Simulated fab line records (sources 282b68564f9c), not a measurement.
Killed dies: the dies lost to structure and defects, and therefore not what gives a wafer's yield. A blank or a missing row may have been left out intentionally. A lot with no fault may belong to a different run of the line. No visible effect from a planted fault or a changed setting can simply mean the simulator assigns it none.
Split-lot trial + flow rit-cmos + 23 wafers read across 5 lots, on a route 202 steps long

== SPLIT DETAILS ==
At RIT_CONTACT_CVD_00 (deposits SiO2 from TEOS, target thk 400 nm, time 61 s), the setting time-s was moved away from the recipe's 61 s on 4 of the 23 wafers read, by -7.4% to +10.1%. All remaining wafers had this setting at the recipe value.

Split to reading: the file shows no intervening step.

== THE READING ==
At RIT_CONTACT_THK_MEAS_01: CONTACT_TEOS_THK, given in nm. Typical for fault-free wafers on this fab line: 401 nm, with standard deviation 4.6 nm.

| wafer  | tool, chamber at the split | time-s as run, s | against the recipe | CONTACT_TEOS_THK, nm | against lot-mates on the recipe |
|--------|----------------------------|------------------|--------------------|----------------------|---------------------------------|
| L076.1 | pecvd-03, 1                | 61               | recipe             | 397                  | -                               |
| L076.3 | pecvd-03, 0                | 61               | recipe             | 392                  | -                               |
| L076.4 | pecvd-03, 1                | 61               | recipe             | 399                  | -                               |
| L076.5 | pecvd-03, 0                | 61               | recipe             | 403                  | -                               |
| L076.6 | pecvd-03, 2                | 61               | recipe             | 400                  | -                               |
| L077.1 | pecvd-02, 1                | 61               | recipe             | 397                  | -                               |
| L077.5 | pecvd-02, 0                | 61               | recipe             | 398                  | -                               |
| L077.6 | pecvd-02, 2                | 61               | recipe             | 406                  | -                               |
| L078.1 | pecvd-01, 0                | 61               | recipe             | 396                  | -                               |
| L078.2 | pecvd-01, 2                | 61               | recipe             | 392                  | -                               |
| L078.4 | pecvd-01, 2                | 61               | recipe             | 402                  | -                               |
| L078.5 | pecvd-01, 0                | 61               | recipe             | 403                  | -                               |
| L078.6 | pecvd-01, 1                | 61               | recipe             | 406                  | -                               |
| L081.1 | pecvd-01, 2                | 56.51            | -7.4%              | 365                  | -37                             |
| L081.2 | pecvd-01, 0                | 56.51            | -7.4%              | 369                  | -33                             |
| L081.4 | pecvd-01, 1                | 61               | recipe             | 403                  | -                               |
| L081.5 | pecvd-01, 0                | 61               | recipe             | 403                  | -                               |
| L081.6 | pecvd-01, 2                | 61               | recipe             | 400                  | -                               |
| L085.2 | pecvd-03, 0                | 61               | recipe             | 400                  | -                               |
| L085.3 | pecvd-03, 1                | 61               | recipe             | 401                  | -                               |
| L085.4 | pecvd-03, 2                | 67.14            | +10.1%             | 447                  | +44                             |
| L085.5 | pecvd-03, 0                | 67.14            | +10.1%             | 447                  | +44                             |
| L085.6 | pecvd-03, 1                | 61               | recipe             | 408                  | -                               |

FIT RESULTS
A straight line over all 23 wafers: CONTACT_TEOS_THK changes by +4.6 nm for each +1% of time-s; r = +0.97; the points scatter about the line by 4.1 nm.
The same after taking each lot's own level away (the mean of its wafers on the recipe; 23 wafers): +4.51 nm for each +1%; r = +0.98; scatter 3.8 nm.
The reading moves by 45 nm for the largest change in time-s, on that fit.
The lots' own levels span 398.2 to 403.0 nm, that is 1.0 times the standard deviation above.
So the lot-to-lot level changes the slope little: the two slopes agree.
Check: with one of the wafers moved furthest among these (+10.1%) left out of the fit, the line predicts +45.7 nm for it against its lot-mates. Against them it came out at +44 nm.

== FURTHER SPLITS ON THESE WAFERS ==
Other splits were also applied to these wafers ahead of the reading. Each is held against what the fit with the lots' levels taken away leaves over:
| other split on the same wafers  | wafers away from the commonest value | r with CONTACT_TEOS_THK (lot level and that fit taken away) |
|---------------------------------|--------------------------------------|-------------------------------------------------------------|
| RIT_PLDD_COAT_01 resist-thk-nm  | 10                                   | -0.15                                                       |
| RIT_PLDD_IMPLANT_08 energy-kev  | 7                                    | +0.02                                                       |
| RIT_SPACER_ETCHBACK_05 time-s   | 7                                    | -0.07                                                       |
| RIT_NSD_IMPLANT_08 energy-kev   | 11                                   | +0.05                                                       |
| RIT_PSD_IMPLANT_08 energy-kev   | 8                                    | -0.09                                                       |
| RIT_SDANNEAL_CLEAN_02 time-s    | 15                                   | +0.04                                                       |
| RIT_SILICIDE_SPUTTER_01 power-w | 11                                   | +0.22                                                       |

== THE WHOLE CHAIN: every reading that the file lists as answering this split, in the file's order ==
| step                    | what it does                                          | reading                                                                        | change (the file's fit)             | r (the file's) |
|-------------------------|-------------------------------------------------------|--------------------------------------------------------------------------------|-------------------------------------|----------------|
| RIT_CONTACT_CVD_00      | deposits SiO2 from TEOS, target thk 400 nm, time 61 s | SiO2_of_CONTACT_CVD_00.thk-nm (the simulator's own value, which no gauge read) | +4.5 nm for each +1% of the setting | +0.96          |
| RIT_CONTACT_THK_MEAS_01 |                                                       | CONTACT_TEOS_THK                                                               | +4.51 for each +1% of the setting   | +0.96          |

== FILE'S OWN FIT ==
CONTACT_TEOS_THK changes by +4.51 nm for each +1% of time-s, r = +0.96.
